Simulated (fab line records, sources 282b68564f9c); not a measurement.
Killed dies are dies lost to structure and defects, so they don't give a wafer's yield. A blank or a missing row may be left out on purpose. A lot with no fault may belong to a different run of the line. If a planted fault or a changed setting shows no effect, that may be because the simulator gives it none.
Split-lot experiment | flow rit_cmos | 5 lots, 23 wafers read, on a route of 202 steps

## ON THE SPLIT
At RIT_PSD_COAT_01 (resist thk 1000 nm), the setting spin_rpm was moved away from the recipe's 3250 rpm on 11 of the 23 wafers read, by -7.0% to +4.4%. The other wafers ran this setting at the recipe's value.

## FROM THE SPLIT TO THE READING: what the file shows between them, 3 steps
- RIT_PSD_SOFTBAKE_02: time 60 s
- RIT_PSD_EXPOSE_03: exposes mask M10, target cd 40900 nm
- RIT_PSD_DEVELOP_05: develop time 50 s

## THE READING
NOVOLAK_of_PSD_COAT_01.thk_nm (the simulator's own value, which no gauge read), in nm, at RIT_PSD_HARDBAKE_07 (time 60 s). There is no usual value for it anywhere in the file. Across the 12 wafers here that went through the recipe, the average is 886.8 nm and the standard deviation 3.3 nm.

wafer  | tool, chamber at the split | spin_rpm as run, rpm | against the recipe | NOVOLAK_of_PSD_COAT_01.thk_nm, nm | against lot-mates on the recipe
L075.1 | litho_track-03, 0          | 3154                 | -3.0%              | 897.2                             | +12.7
L075.5 | litho_track-03, 0          | 3154                 | -3.0%              | 897.2                             | +12.7
L075.2 | litho_track-03, 0          | 3250                 | recipe             | 886                               | -
L075.3 | litho_track-03, 0          | 3250                 | recipe             | 883                               | -
L075.4 | litho_track-03, 0          | 3154                 | -3.0%              | 896.4                             | +11.9
L076.1 | litho_track-02, 0          | 3062                 | -5.8%              | 910.7                             | +25.3
L076.2 | litho_track-02, 0          | 3062                 | -5.8%              | 910.9                             | +25.5
L076.3 | litho_track-02, 0          | 3062                 | -5.8%              | 912.2                             | +26.8
L076.4 | litho_track-02, 0          | 3250                 | recipe             | 885.6                             | -
L076.6 | litho_track-02, 0          | 3250                 | recipe             | 885.2                             | -
L078.1 | litho_track-04, 0          | 3393                 | +4.4%              | 870.7                             | -21.1
L078.2 | litho_track-04, 0          | 3393                 | +4.4%              | 871.9                             | -20.0
L078.3 | litho_track-04, 0          | 3250                 | recipe             | 893.2                             | -
L078.4 | litho_track-04, 0          | 3393                 | +4.4%              | 872.1                             | -19.8
L078.6 | litho_track-04, 0          | 3250                 | recipe             | 890.5                             | -
L079.1 | litho_track-04, 0          | 3250                 | recipe             | 885.9                             | -
L079.2 | litho_track-04, 0          | 3250                 | recipe             | 882.7                             | -
L079.3 | litho_track-04, 0          | 3250                 | recipe             | 883.7                             | -
L079.4 | litho_track-04, 0          | 3023                 | -7.0%              | 916.9                             | +32.8
L079.6 | litho_track-04, 0          | 3023                 | -7.0%              | 917.1                             | +33.0
L082.1 | litho_track-04, 0          | 3250                 | recipe             | 888.7                             | -
L082.2 | litho_track-04, 0          | 3250                 | recipe             | 891.6                             | -
L082.3 | litho_track-04, 0          | 3250                 | recipe             | 885.7                             | -

THE FIT
A straight line over all 23 wafers: NOVOLAK_of_PSD_COAT_01.thk_nm changes by -3.98 nm for each +1% of spin_rpm; r = -0.98; the points scatter about the line by 2.8 nm.
The same after taking each lot's own level away (the mean of its wafers on the recipe; 23 wafers): -4.57 nm for each +1%; r = -1.00; scatter 1.4 nm.
According to that fit, moving spin_rpm by its largest amount changes the reading by 32 nm.
Measured against the standard deviation above, the lots' own levels, which go from 884.10 to 891.85 nm, span 2.4 times it.
So the lot-to-lot level changes the slope: the two fits differ.
Check: for one of the wafers moved furthest among these (-7.0%), held out of the fit, the line's prediction against its lot-mates is +31.6 nm. It came out at +32.8 nm against them.

## ADDITIONAL SPLITS CARRIED BY THESE WAFERS
Before the reading, these wafers also passed through other splits. Each is held against what the fit with the lots' levels taken away leaves over:
other split on the same wafers     | wafers away from the commonest value | r with NOVOLAK_of_PSD_COAT_01.thk_nm (lot level and that fit taken away)
RIT_ACTIVE_OXIDATION_01 ox_time_s  | 18                                   | -0.19
RIT_ACTIVE_COAT_06 spin_rpm        | 4                                    | -0.01
RIT_NWELL_SOFTBAKE_02 temp_c       | 7                                    | -0.07
RIT_PRETRO_COAT_01 spin_rpm        | 11                                   | +0.23
RIT_GATE_OXIDATION_05 ox_time_s    | 10                                   | +0.16
RIT_GATE_COAT_11 resist_thk_nm     | 11                                   | -0.11
RIT_GATE_DEVELOP_15 develop_time_s | 8                                    | +0.03
RIT_PLDD_IMPLANT_08 energy_kev     | 5                                    | -0.09
RIT_SPACER_ETCHBACK_05 time_s      | 8                                    | +0.00

## THE WHOLE CHAIN: every reading that the file lists as answering this split, in the file's order
step                | what it does       | reading                                                                        | change (the file's fit)              | r (the file's)
RIT_PSD_COAT_01     | resist thk 1000 nm | NOVOLAK_of_PSD_COAT_01.thk_nm (the simulator's own value, which no gauge read) | -5.23 nm for each +1% of the setting | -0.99
RIT_PSD_HARDBAKE_07 | time 60 s          | NOVOLAK_of_PSD_COAT_01.thk_nm (the simulator's own value, which no gauge read) | -4.58 nm for each +1% of the setting | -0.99

## THE FILE'S OWN FIT
NOVOLAK_of_PSD_COAT_01.thk_nm changes by -4.58 nm for each +1% of spin_rpm, r = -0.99.
